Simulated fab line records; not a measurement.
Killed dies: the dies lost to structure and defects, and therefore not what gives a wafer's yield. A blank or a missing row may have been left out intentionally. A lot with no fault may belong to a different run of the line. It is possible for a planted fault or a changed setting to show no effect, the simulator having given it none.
Split-lot trial | flow ritCmos | 5 lots, 23 wafers read, on a route of 202 steps

## ABOUT THE SPLIT
At RIT_PLDD_SOFTBAKE_02 (time 60 s), the setting tempC was moved away from the recipe's 90 C on 8 of the 23 wafers read, by -2.7% to +3.3%. For the rest of the wafers, this setting stayed at what the recipe calls for.

## FROM THE SPLIT TO THE READING: what the file shows between them, 2 steps
- RIT_PLDD_EXPOSE_03: exposes mask M8, target cd 40900 nm
- RIT_PLDD_PEB_04

## THE READING
NOVOLAK_of_PLDD_COAT_01.thkNm (the simulator's own value, which no gauge read), in nm, at RIT_PLDD_DEVELOP_05 (develop time 50 s). No usual value for it is given in the file. Across the 15 wafers here that went through the recipe, the average is 1002.6 nm and the standard deviation 3.2 nm.

wafer  | tool, chamber at the split | tempC as run, C | against the recipe | NOVOLAK_of_PLDD_COAT_01.thkNm, nm | against lot-mates on the recipe
L074.1 | lithoTrack-04, 0           | 90              | recipe             | 1004                              | -
L074.2 | lithoTrack-04, 0           | 90              | recipe             | 1009                              | -
L074.3 | lithoTrack-04, 0           | 87.61           | -2.7%              | 1011                              | +4.7
L074.4 | lithoTrack-04, 0           | 90              | recipe             | 1006                              | -
L074.5 | lithoTrack-04, 0           | 87.61           | -2.7%              | 1013                              | +6.7
L075.1 | lithoTrack-03, 0           | 90              | recipe             | 997.8                             | -
L075.3 | lithoTrack-03, 0           | 90              | recipe             | 1002                              | -
L075.4 | lithoTrack-03, 0           | 90              | recipe             | 1001                              | -
L075.5 | lithoTrack-03, 0           | 90              | recipe             | 998.1                             | -
L075.6 | lithoTrack-03, 0           | 90              | recipe             | 999.1                             | -
L076.1 | lithoTrack-02, 0           | 90              | recipe             | 1004                              | -
L076.3 | lithoTrack-02, 0           | 90              | recipe             | 1005                              | -
L076.5 | lithoTrack-02, 0           | 90              | recipe             | 1006                              | -
L082.1 | lithoTrack-02, 0           | 92.93           | +3.3%              | 993.8                             | -9.2
L082.3 | lithoTrack-02, 0           | 90              | recipe             | 1001                              | -
L082.4 | lithoTrack-02, 0           | 90              | recipe             | 1005                              | -
L082.5 | lithoTrack-02, 0           | 92.93           | +3.3%              | 992.4                             | -10.6
L082.6 | lithoTrack-02, 0           | 92.93           | +3.3%              | 994.3                             | -8.7
L084.2 | lithoTrack-04, 0           | 88.52           | -1.6%              | 1004                              | +3.4
L084.5 | lithoTrack-04, 0           | 88.52           | -1.6%              | 1004                              | +3.4
L084.3 | lithoTrack-04, 0           | 90              | recipe             | 999.2                             | -
L084.4 | lithoTrack-04, 0           | 90              | recipe             | 1002                              | -
L084.6 | lithoTrack-04, 0           | 88.52           | -1.6%              | 1006                              | +5.4

THE FIT
A straight line over all 23 wafers: NOVOLAK_of_PLDD_COAT_01.thkNm changes by -2.76 nm for each +1% of tempC; r = -0.83; the points scatter about the line by 3 nm.
The same after taking each lot's own level away (the mean of its wafers on the recipe; 23 wafers): -2.65 nm for each +1%; r = -0.94; scatter 1.6 nm.
On that fit, the largest move of tempC shifts the reading by 8.6 nm.
The span of the lots' own levels, 999.60 to 1006.33 nm, comes to 2.1 times the standard deviation stated above.
The two slopes agree, so the slope changes little with the lot-to-lot level.
Check: with one of the wafers moved furthest among these (+3.3%) left out of the fit, the line predicts -8.8 nm for it against its lot-mates. Against them it came out at -9.2 nm.

## FURTHER SPLITS ON THESE WAFERS
Note: prior to the reading, these wafers also went through further splits. Each is held against what the fit with the lots' levels taken away leaves over:
other split on the same wafers  | wafers away from the commonest value | r with NOVOLAK_of_PLDD_COAT_01.thkNm (lot level and that fit taken away)
RIT_ACTIVE_CVD_03 pressureMtorr | 18                                   | +0.10
RIT_ACTIVE_COAT_06 spinRpm      | 7                                    | +0.27
RIT_NRETRO_IMPLANT_08 energyKev | 8                                    | -0.29
RIT_PRETRO_COAT_01 spinRpm      | 10                                   | +0.06
RIT_PRETRO_IMPLANT_08 doseCm2   | 8                                    | -0.12
RIT_GATE_CVD_08 timeS           | 10                                   | +0.04
RIT_GATE_DEVELOP_15 devTempC    | 4                                    | -0.03
RIT_NLDD_IMPLANT_08 doseCm2     | 4                                    | -0.38

## FILE'S OWN FIT
NOVOLAK_of_PLDD_COAT_01.thkNm changes by -2.65 nm for each +1% of tempC, r = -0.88.
